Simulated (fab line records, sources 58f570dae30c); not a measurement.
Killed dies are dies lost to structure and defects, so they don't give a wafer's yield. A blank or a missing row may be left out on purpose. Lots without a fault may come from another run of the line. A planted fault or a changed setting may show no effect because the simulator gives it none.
A struck lot beside a sound one | flow berkeley_cmos170 | 15 steps out of a route of 331
Sound: wafers L383.1, L383.2, L383.6. Struck: wafers L374.1, L374.4, L374.6. The cause comes at the end.
At each step with rows: each side's tool, then ch and its chambers, then its first start. Under that, the readings that differ: sound wafers | struck wafers | difference of the means | sigmas: that difference in standard deviations of wafers without a fault.
alike: readings whose means differ by less than 2 such deviations, and words and numbers that are the same on both sides. not compared: withheld readings, readings that some wafer has no value for, bounds like >300 that may hide the same value, and numbers for which the record gives no deviation and whose values overlap.
The two part at a step that has a row with sigmas, a row that says differs or no value, or rows on one side only. Numbers that don't overlap but have no deviation are shown without sigmas and don't part them. A reading that every wafer of one side lacks parts them only if that side has two wafers or more.

UCB170_M1_METAL_ETCH_12: etches Al in Cl2/BCl3, stops on PSG, target depth 780 nm, time 130 s.
  sound on rie_metal-01 ch 0,1, day 12 10:20; struck on rie_metal-01 ch 0,1, day 10 16:02
  alike: drypump_motor_current_A, oes_product_au, throttle_valve_pct
  not compared: rf_hours_counter_h
UCB170_M1_STRIP_13: strips in O2.
  sound on plasma_asher-01 ch 0,1, day 12 10:29; struck on plasma_asher-02 ch 1, day 10 16:11
  alike: drypump_motor_current_A, oes_product_au
  not compared: rf_hours_counter_h
UCB170_M1_CD_MEAS_90: target cd 700 nm.
  sound on cd_sem-01, day 12 10:35; struck on cd_sem-02, day 10 16:17
  alike: cd_nm
then, 1 step without rows for these wafers: UCB170_M1_ANNEAL_14 (time 1200 s).
UCB170_V1_CVD_00: deposits SiO2 from TEOS/O2, target thk 2000 nm, time 250 s.
  sound on pecvd-04 ch 0,2, day 12 12:28; struck on pecvd-03 ch 0,1, day 10 17:44
  alike: heater_power_w
UCB170_V1_THK_MEAS_01:
  sound on film_metro-01, day 12 12:37; struck on film_metro-01, day 10 17:58
  alike: V1_TEOS_THK
UCB170_V1_CMP_02: polishes SiO2.
  sound on cmp-02 ch 0,1,3, day 12 12:41; struck on cmp-01 ch 1,2,3, day 10 18:01
  alike: motor_current_A
UCB170_V1_BOW_MEAS_03:
  sound on film_metro-01, day 12 12:59; struck on film_metro-01, day 10 18:19
  reading     | sound    | struck | difference | sigmas
  V1_BOW (um) | 31 16 27 | 8 1 15 | -17        | -2
UCB170_V1_THK_MEAS_04:
  sound on film_metro-01, day 12 13:06; struck on film_metro-01, day 10 18:26
  alike: V1_POLISHED_THK
then, 3 steps without rows for these wafers: UCB170_V1_CLEAN_05 (cleans in DIW); UCB170_V1_HMDS_06 (prime time 60 s); UCB170_V1_COAT_07 (resist thk 900 nm).
UCB170_V1_SOFTBAKE_08: time 60 s.
  sound on litho_track-04 ch 0, day 12 14:19; struck on litho_track-01 ch 0, day 10 19:46
  reading                  | sound             | struck            | difference | sigmas
  heater_power_total_W (W) | 56.72 56.87 56.79 | 60.18 60.19 60.32 | +3.44      | +75
  run_length_s (s)         | 89.22 89.24 89.32 | 77.82 78.20 77.90 | -11.29     | -47
  alike: chill_plate_temp_C
then, 1 step without rows for these wafers: UCB170_V1_EXPOSE_09 (exposes mask VIA1, target cd 700 nm).
UCB170_M3_PROBE_99:
  the record has rows for the sound wafers here (prober-02, day 12 23:38) and none for the struck ones

WHERE THEY PART
First at UCB170_V1_BOW_MEAS_03; last, within this record, at UCB170_M3_PROBE_99.

WHY: what the simulator had put in
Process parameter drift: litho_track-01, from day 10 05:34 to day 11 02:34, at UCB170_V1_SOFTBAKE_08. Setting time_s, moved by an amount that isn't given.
